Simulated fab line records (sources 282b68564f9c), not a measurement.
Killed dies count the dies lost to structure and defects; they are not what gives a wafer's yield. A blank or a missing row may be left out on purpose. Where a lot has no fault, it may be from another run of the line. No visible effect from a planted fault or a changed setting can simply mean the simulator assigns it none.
fab line records	flow rit-cmos
record lots=7	wafers=21	last-day=7
route steps=202 shown CONTACT@183 M1@184
lots untouched by any fault: they come from a run of this same line in which no faults occurred
start-h: the number of hours between the record's first day and the start of the first shown wafer of the lot	wait-h: hours since the lot's step before	" the same as in the row above	L1.1+2: several wafers, shown together as one row	- value missing, or start not given	* or withheld: withheld	< > ~ a bound
route shown NAME@n: names a module that has steps shown in the file, with the first one's number in the route	usual: mean/standard deviation taken from wafers without a fault	same: alike in all rows	chamber/n: place in a boat	sites: the reading at each site	_std_site: how widely they spread, as a standard deviation	_edge_site: inner sites' mean taken away from outer sites' mean	radius-mm: for every site, how far away it sits from the centre of the wafer	mask NAME#n: copy n	behind: tool/chamber where the wafer was last shaped	hold: cause of the lot's hold/its duration in hours/its outcome	device: transistor that didn't switch, given as n, p or np	end of line: the route-end tests of the same wafers	a step with no rows: only its recipe	killed: dies lost to structure and defects at the first sort, not the wafer's yield	map: a wafer's dies, marking killed ones x, the rest . and places with no die _
set.NAME: the setting that was run; set.NAME@STEP: the one run at that earlier step	model.NAME: the simulator's own value behind a step, which no gauge read
lots at some steps of the route; a table a step, a row a wafer
services: from which hour (start-h, from the record's first day; less than 0 if before it) a tool's chamber was out of use, for how many hours, and why
## steps
# step RIT_CONTACT_CLEAN_14
# recipe chemistry=SC2	mix=3:3:50	time-s=600	temp-c=75	dry=n2-spin
# step RIT_M1_SPUTTER_00
# recipe material=Al	target-thk-nm=400	power-w=2000	chamber-pressure-pa=0.4	gas=Ar	time-s=500	substrate-temp-c=25
# usual throttle-valve-pct=29.8/0.99
lot.wafer	tool	chamber	start-h	wait-h	throttle-valve-pct
L702.1	pvd-sputter-01	-	59.54	0.0	30.3
L702.5	"	-	"	"	30.2
L702.6	"	-	"	"	31.3
L709.1	pvd-sputter-04	-	96.90	0.0	30.2
L709.4	"	-	"	"	29.8
L709.5	"	-	"	"	30.2
L713.3	pvd-sputter-03	-	119.42	0.0	27.8
L713.4	"	-	"	"	28.5
L713.5	"	-	"	"	30.8
L716.2	pvd-sputter-01	-	129.84	0.0	31.6
L716.3	"	-	"	"	28.9
L716.6	"	-	"	"	31.3
L717.2	pvd-sputter-04	-	135.13	0.0	30.1
L717.3	"	-	"	"	29.9
L717.4	"	-	"	"	30.2
L718.2	pvd-sputter-04	-	139.51	0.0	30.4
L718.3	"	-	"	"	29.5
L718.4	"	-	"	"	29.4
L722.1	pvd-sputter-04	-	164.08	0.0	29.5
L722.5	"	-	"	"	30.5
L722.6	"	-	"	"	29.8
# step RIT_M1_RS_MEAS_01
# recipe thk-meas-gauge=four-point-probe	reads=Al_of_M1_SPUTTER_00
# usual M1_AL_RS=0.0735/0.00081
lot.wafer	tool	chamber	start-h	wait-h	M1_AL_RS[ohm/sq]
L702.1	film-metro-04	-	59.83	0.1	0.0728
L702.5	"	-	"	"	0.0731
L702.6	"	-	"	"	0.0738
L709.1	film-metro-02	-	97.20	0.1	0.0735
L709.4	"	-	"	"	0.0740
L709.5	"	-	"	"	0.0730
L713.3	film-metro-01	-	119.75	0.2	0.0724
L713.4	"	-	"	"	0.0729
L713.5	"	-	"	"	0.0725
L716.2	film-metro-04	-	130.16	0.2	0.0739
L716.3	"	-	"	"	0.0736
L716.6	"	-	"	"	0.0744
L717.2	film-metro-02	-	135.45	0.2	0.0725
L717.3	"	-	"	"	0.0726
L717.4	"	-	"	"	0.0719
L718.2	film-metro-01	-	139.83	0.2	0.0723
L718.3	"	-	"	"	0.0733
L718.4	"	-	"	"	0.0741
L722.1	film-metro-04	-	164.37	0.1	0.0750
L722.5	"	-	"	"	0.0749
L722.6	"	-	"	"	0.0756
# step RIT_M1_THK_MEAS_02
# recipe thk-meas-gauge=xrf	reads=Al_of_M1_SPUTTER_00
# usual M1_AL_THK=401/5.6
lot.wafer	tool	chamber	start-h	wait-h	M1_AL_THK[nm]
L702.1	film-metro-04	-	59.95	0.1	404
L702.5	"	-	"	"	402
L702.6	"	-	"	"	400
L709.1	film-metro-02	-	97.32	0.1	398
L709.4	"	-	"	"	396
L709.5	"	-	"	"	401
L713.3	film-metro-01	-	119.85	0.1	409
L713.4	"	-	"	"	408
L713.5	"	-	"	"	407
L716.2	film-metro-04	-	130.27	0.1	399
L716.3	"	-	"	"	400
L716.6	"	-	"	"	394
L717.2	film-metro-02	-	135.56	0.1	406
L717.3	"	-	"	"	408
L717.4	"	-	"	"	413
L718.2	film-metro-01	-	139.94	0.1	411
L718.3	"	-	"	"	402
L718.4	"	-	"	"	401
L722.1	film-metro-04	-	164.49	0.1	390
L722.5	"	-	"	"	393
L722.6	"	-	"	"	387
# step RIT_M1_HMDS_03
# recipe prime-time-s=60	prime-temp-c=140
# step RIT_M1_COAT_04
# recipe resist=NOVOLAK	spin-rpm=2000	resist-thk-nm=1310
# step RIT_M1_SOFTBAKE_05
# recipe resist=NOVOLAK	temp-c=90	time-s=60
# step RIT_M1_EXPOSE_06
# recipe mask-id=M12	na=0.6	source-shape=conventional	sigma-outer=0.5	target-cd-nm=2600	dose-mj=250
# step RIT_M1_PEB_07
# recipe resist=NOVOLAK	temp-c=withheld	time-s=withheld
# step RIT_M1_DEVELOP_08
# recipe resist=NOVOLAK	develop-time-s=70.86	dev-temp-c=23
# step RIT_M1_CD_MEAS_09
# recipe target-cd-nm=2600
# usual cd-nm=2600.6/2.6
lot.wafer	tool	chamber	start-h	wait-h	cd-nm
L702.1	cd-sem-01	-	60.89	-	2602.0
L702.5	"	-	"	"	2606.1
L702.6	"	-	"	"	2604.0
L709.1	cd-sem-02	-	98.66	-	2595.5
L709.4	"	-	"	"	2595.4
L709.5	"	-	"	"	2597.2
L713.3	cd-sem-01	-	120.81	-	2602.0
L713.4	"	-	"	"	2602.7
L713.5	"	-	"	"	2600.6
L716.2	cd-sem-02	-	131.34	-	2602.5
L716.3	"	-	"	"	2601.1
L716.6	"	-	"	"	2601.9
L717.2	cd-sem-02	-	136.51	-	2596.3
L717.3	"	-	"	"	2596.9
L717.4	"	-	"	"	2595.8
L718.2	cd-sem-02	-	141.01	-	2599.8
L718.3	"	-	"	"	2599.2
L718.4	"	-	"	"	2597.7
L722.1	cd-sem-02	-	165.43	-	2598.6
L722.5	"	-	"	"	2599.5
L722.6	"	-	"	"	2600.8
# step RIT_M1_OVL_MEAS_10
# usual M1_OVL=-1.2/1.4
lot.wafer	tool	chamber	start-h	wait-h	M1_OVL[nm]
L702.1	overlay-02	-	61.01	0.1	-0.2
L702.5	"	-	"	"	-0.1
L702.6	"	-	"	"	0.7
L709.1	overlay-01	-	98.78	0.1	-1.7
L709.4	"	-	"	"	-1.5
L709.5	"	-	"	"	-0.1
L713.3	overlay-01	-	120.90	0.1	-2.3
L713.4	"	-	"	"	-2.1
L713.5	"	-	"	"	-0.4
L716.2	overlay-02	-	131.45	0.1	-0.1
L716.3	"	-	"	"	-0.1
L716.6	"	-	"	"	-0.2
L717.2	overlay-02	-	136.61	0.1	-0.4
L717.3	"	-	"	"	-0.8
L717.4	"	-	"	"	0.4
L718.2	overlay-02	-	141.12	0.1	-3.3
L718.3	"	-	"	"	-3.5
L718.4	"	-	"	"	-2.7
L722.1	overlay-01	-	165.55	0.1	-3.3
L722.5	"	-	"	"	-1.1
L722.6	"	-	"	"	-1.6
# step RIT_M1_HARDBAKE_11
# recipe resist=NOVOLAK	temp-c=140	time-s=120
# usual heater-power-total-W=52.04/0.061	plate-temp-C=140.00/0.15	resist-line-temp-C=22.98/0.093
lot.wafer	tool	chamber	start-h	wait-h	heater-power-total-W	plate-temp-C	resist-line-temp-C
L702.1	litho-track-03	0	61.05	0.0	51.93	139.64	22.83
L702.5	"	0	"	"	52.05	139.88	22.92
L702.6	"	0	"	"	52.09	140.10	23.01
L709.1	litho-track-01	0	98.87	0.1	51.98	140.29	23.08
L709.4	"	0	"	"	52.14	140.04	22.94
L709.5	"	0	"	"	52.10	140.18	22.85
L713.3	litho-track-03	0	121.01	0.1	52.10	140.01	22.96
L713.4	"	0	"	"	51.84	140.15	22.92
L713.5	"	0	"	"	52.07	139.89	22.91
L716.2	litho-track-01	0	131.52	0.1	51.27	138.21	22.93
L716.3	"	0	"	"	51.28	138.31	23.05
L716.6	"	0	"	"	51.35	138.29	22.93
L717.2	litho-track-01	0	136.69	0.1	51.35	138.21	22.98
L717.3	"	0	"	"	51.31	138.10	22.96
L717.4	"	0	"	"	51.29	138.02	23.03
L718.2	litho-track-01	0	141.19	0.1	51.19	138.36	22.87
L718.3	"	0	"	"	51.23	138.52	22.88
L718.4	"	0	"	"	51.23	138.44	23.16
L722.1	litho-track-03	0	165.59	0.0	52.04	139.95	23.01
L722.5	"	0	"	"	52.12	140.04	23.06
L722.6	"	0	"	"	52.00	139.94	22.99
# step RIT_M1_METAL_ETCH_12
# recipe stop-on=SiO2	chemistry=Cl2/BCl3	target=Al	time-s=165	over-etch-frac=0.5	pressure-mtorr=100	target-depth-a=6000	rf-w=250	Cl2_flow_sccm=60	bcl3-flow-sccm=50
# usual drypump-motor-current-A=5.7/0.44	oes-product-au=0.769/0.011	throttle-valve-pct=8.24/0.11
lot.wafer	tool	chamber	start-h	wait-h	drypump-motor-current-A	oes-product-au	rf-hours-counter-h	throttle-valve-pct
L702.1	rie-metal-01	1	61.30	0.2	6.7	0.774	1	8.15
L702.5	"	1	"	"	6.6	0.757	-	8.14
L702.6	"	0	"	"	5.8	0.758	-	8.04
L709.1	rie-metal-04	0	99.12	0.2	5.7	0.782	37	8.30
L709.4	"	1	"	"	5.5	0.783	-	8.27
L709.5	"	1	"	"	5.5	0.789	-	8.27
L713.3	rie-metal-03	0	121.23	0.2	5.3	0.775	-	8.36
L713.4	"	1	"	"	5.5	0.775	-	8.25
L713.5	"	0	"	"	5.3	0.764	-	8.35
L716.2	rie-metal-03	1	131.73	0.2	5.5	0.772	3	8.25
L716.3	"	1	"	"	5.5	0.779	-	8.25
L716.6	"	1	"	"	5.4	0.763	-	8.24
L717.2	rie-metal-01	0	136.89	0.2	5.8	0.761	1	8.04
L717.3	"	1	"	"	6.7	0.770	-	8.16
L717.4	"	0	"	"	5.9	0.775	-	8.05
L718.2	rie-metal-03	0	141.40	0.2	5.3	0.765	3	8.36
L718.3	"	1	"	"	5.5	0.774	-	8.25
L718.4	"	0	"	"	5.3	0.761	-	8.38
L722.1	rie-metal-01	0	165.84	0.2	5.8	0.751	2	8.05
L722.5	"	0	"	"	5.8	0.751	-	8.05
L722.6	"	1	"	"	6.7	0.745	-	8.17
# step RIT_M1_PROBE_99
# usual defect-limited-yield=97.4/1.1	killed-at-contacts=0.1/0.24	killed-at-front-end=6.7/2.9	killed-dies=6.8/2.9	killed-open=3.5/2	killed-short=3.2/1.9	sort_bin_3_pad_short=0.1/0.22	sort_bin_5_function=1.4/0.82	sort_bin_6_memory=1.0/0.64	sort-n-pass=257.2/2.9	sort-yield-pct=97.4/1.1
# same gross-dies=264	killed_at_M0_to_M3=0	killed_at_M4_up=0	killed-at-back-side=0	killed-at-other=0
lot.wafer	tool	chamber	start-h	wait-h	defect-limited-yield[%]	killed-at-contacts	killed-at-front-end	killed-dies	killed-open	killed-short	sort_bin_3_pad_short[%]	sort_bin_5_function[%]	sort_bin_6_memory[%]	sort-n-pass	sort-yield-pct[%]
L702.1	prober-02	-	63.55	0.1	98.5	0	4	4	1	3	0	0.8	0.8	260.0	98.5
L702.5	prober-02	-	63.75	0.2	97.3	0	7	7	4	3	0	1.9	0.8	257.0	97.3
L702.6	prober-02	-	63.80	0.2	96.2	0	10	10	8	2	0	2.3	1.5	254.0	96.2
L709.1	prober-02	-	101.37	0.1	99.2	0	2	2	1	1	0	0	0.8	262.0	99.2
L709.4	prober-02	-	101.52	0.2	98.1	0	5	5	3	2	0	1.1	0.8	259.0	98.1
L709.5	prober-02	-	101.57	0.2	98.1	0	5	5	2	3	0	0.8	1.1	259.0	98.1
L713.3	prober-01	-	123.53	0.2	96.2	0	10	10	5	5	0.4	1.1	2.3	254.0	96.2
L713.4	prober-01	-	123.58	0.2	97.0	1	7	8	4	4	0	3.0	0	256.0	97.0
L713.5	prober-01	-	123.63	0.2	97.0	0	8	8	4	4	0	2.3	0.8	256.0	97.0
L716.2	prober-02	-	134.05	0.1	99.2	0	2	2	0	2	0	0.4	0.4	262.0	99.2
L716.3	prober-02	-	134.10	0.2	97.0	0	8	8	5	3	0.4	1.1	1.5	256.0	97.0
L716.6	prober-02	-	134.25	0.2	98.5	0	4	4	1	3	0	1.1	0.4	260.0	98.5
L717.2	prober-01	-	139.20	0.1	98.5	0	4	4	1	3	0	1.1	0.4	260.0	98.5
L717.3	prober-01	-	139.25	0.2	98.5	0	4	4	2	2	0	0.8	0.8	260.0	98.5
L717.4	prober-01	-	139.30	0.2	99.2	0	2	2	1	1	0	0.8	0	262.0	99.2
L718.2	prober-02	-	143.72	0.1	97.0	0	8	8	4	4	0	1.9	1.1	256.0	97.0
L718.3	prober-02	-	143.77	0.2	98.9	0	3	3	2	1	0.4	0.8	0	261.0	98.9
L718.4	prober-02	-	143.82	0.2	96.6	0	9	9	4	5	0	2.3	1.1	255.0	96.6
L722.1	prober-02	-	168.28	0.1	96.2	0	10	10	4	6	0.8	1.5	1.5	254.0	96.2
L722.5	prober-02	-	168.48	0.2	95.8	0	11	11	4	7	0.4	3.4	0.4	253.0	95.8
L722.6	prober-02	-	168.53	0.2	99.2	0	2	2	0	1	0	0.8	0	262.0	99.2
# killed by level:class
L702.1 GATE:geometric-particle:short=2 FOX1:geometric-particle:short=1 FOX1:geometric-particle:open=1
L702.5 GATE:geometric-particle:open=2 FOX1:geometric-particle:short=1 FOX1:geometric-particle:open=1 FOX2:geometric-particle:open=1 GATE:geometric-particle:short=1 SPACER:geometric-particle:short=1
L702.6 GATE:geometric-particle:open=4 REOX:geometric-particle:open=3 FOX1:geometric-particle:open=1 GATE:geometric-particle:short=1 SILICIDE:geometric-particle:short=1
L709.1 FOX2:geometric-particle:short=1 SPACER:geometric-particle:open=1
L709.4 SPACER:geometric-particle:open=2 FOX1:geometric-particle:short=1 FOX2:geometric-particle:open=1 REOX:geometric-particle:short=1
L709.5 SPACER:geometric-particle:short=2 GATE:geometric-particle:open=1 REOX:geometric-particle:short=1 SILICIDE:geometric-particle:open=1
L713.3 GATE:geometric-particle:open=3 FOX1:geometric-particle:short=2 GATE:geometric-particle:short=1 REOX:geometric-particle:short=1 REOX:geometric-particle:open=1 SPACER:geometric-particle:open=1 SILICIDE:geometric-particle:short=1
L713.4 GATE:geometric-particle:open=3 GATE:geometric-particle:short=2 SPACER:geometric-particle:open=1 SILICIDE:geometric-particle:short=1 CONTACT:geometric-particle:short=1
L713.5 REOX:geometric-particle:open=2 FOX1:geometric-particle:short=1 FOX1:geometric-particle:open=1 GATE:geometric-particle:short=1 REOX:geometric-particle:short=1 SPACER:geometric-particle:open=1 SPACER:geometric-particle:short=1
L716.2 REOX:geometric-particle:short=1 SILICIDE:geometric-particle:short=1
L716.3 REOX:geometric-particle:open=3 SPACER:geometric-particle:short=2 FOX1:geometric-particle:open=1 GATE:geometric-particle:open=1 REOX:geometric-particle:short=1
L716.6 FOX1:geometric-particle:short=1 GATE:geometric-particle:open=1 REOX:geometric-particle:short=1 SILICIDE:geometric-particle:short=1
L717.2 GATE:geometric-particle:short=2 REOX:geometric-particle:short=1 REOX:geometric-particle:open=1
L717.3 GATE:geometric-particle:open=1 GATE:geometric-particle:short=1 SPACER:geometric-particle:open=1 SPACER:geometric-particle:short=1
L717.4 GATE:geometric-particle:open=1 GATE:geometric-particle:short=1
L718.2 GATE:geometric-particle:open=2 FOX2:geometric-particle:short=1 FOX2:geometric-particle:open=1 GATE:geometric-particle:short=1 REOX:geometric-particle:short=1 SPACER:geometric-particle:short=1 SPACER:geometric-particle:open=1
L718.3 FOX1:geometric-particle:open=1 GATE:geometric-particle:open=1 GATE:geometric-particle:short=1
L718.4 FOX1:geometric-particle:short=2 SILICIDE:geometric-particle:short=2 FOX1:geometric-particle:open=1 GATE:geometric-particle:open=1 GATE:geometric-particle:short=1 REOX:geometric-particle:open=1 SPACER:geometric-particle:open=1
L722.1 SPACER:geometric-particle:short=2 FOX1:geometric-particle:short=1 FOX1:geometric-particle:open=1 SILICIDE:geometric-particle:short=1 FOX2:geometric-particle:short=1 GATE:geometric-particle:short=1 GATE:geometric-particle:open=1 REOX:geometric-particle:open=1
L722.5 SILICIDE:geometric-particle:short=3 FOX1:geometric-particle:short=2 SILICIDE:geometric-particle:open=2 GATE:geometric-particle:short=1 GATE:geometric-particle:open=1 REOX:geometric-particle:short=1 REOX:geometric-particle:open=1
L722.6 GATE:geometric-particle:short=1 PWELL:coat-microbubble-printed=1
## services
tool	chamber	start-h	hours	kind
rie-metal-04	-	114.25	2.8	pm
pvd-sputter-01	-	133.75	11.7	repair
rie-metal-04	1	134.47	6.9	repair
rie-metal-04	-	136.12	20.0	pm
rie-metal-04	0	136.12	20.0	vent-cycle
rie-metal-04	1	136.12	20.0	vent-cycle
litho-track-01	-	150.54	-	consumable-replace:filter
rie-metal-04	0	156.12	-	clean
rie-metal-04	1	156.12	-	clean
rie-metal-03	1	164.29	8.9	repair
## key
first-sign step=RIT_M1_HARDBAKE_11	reading=heater-power-total-W	direction=down	sigmas=12	usual=52.04	struck=51.28
effect step=RIT_M1_HARDBAKE_11	reading=plate-temp-C	direction=down	sigmas=12	usual=*	struck=*
met-at RIT_M1_HARDBAKE_11
struck-wafers L716.2,L716.3,L716.6,L717.2,L717.3,L717.4,L718.2,L718.3,L718.4
onset-between 98.87 131.52
fault kind=process-parameter-drift	tool=litho-track-01	chamber=-	onset-h=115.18	steps=RIT_M1_HARDBAKE_11	channel=temp-c	offset=*	shape=step	end-h=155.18	acts-in=*	stated=*
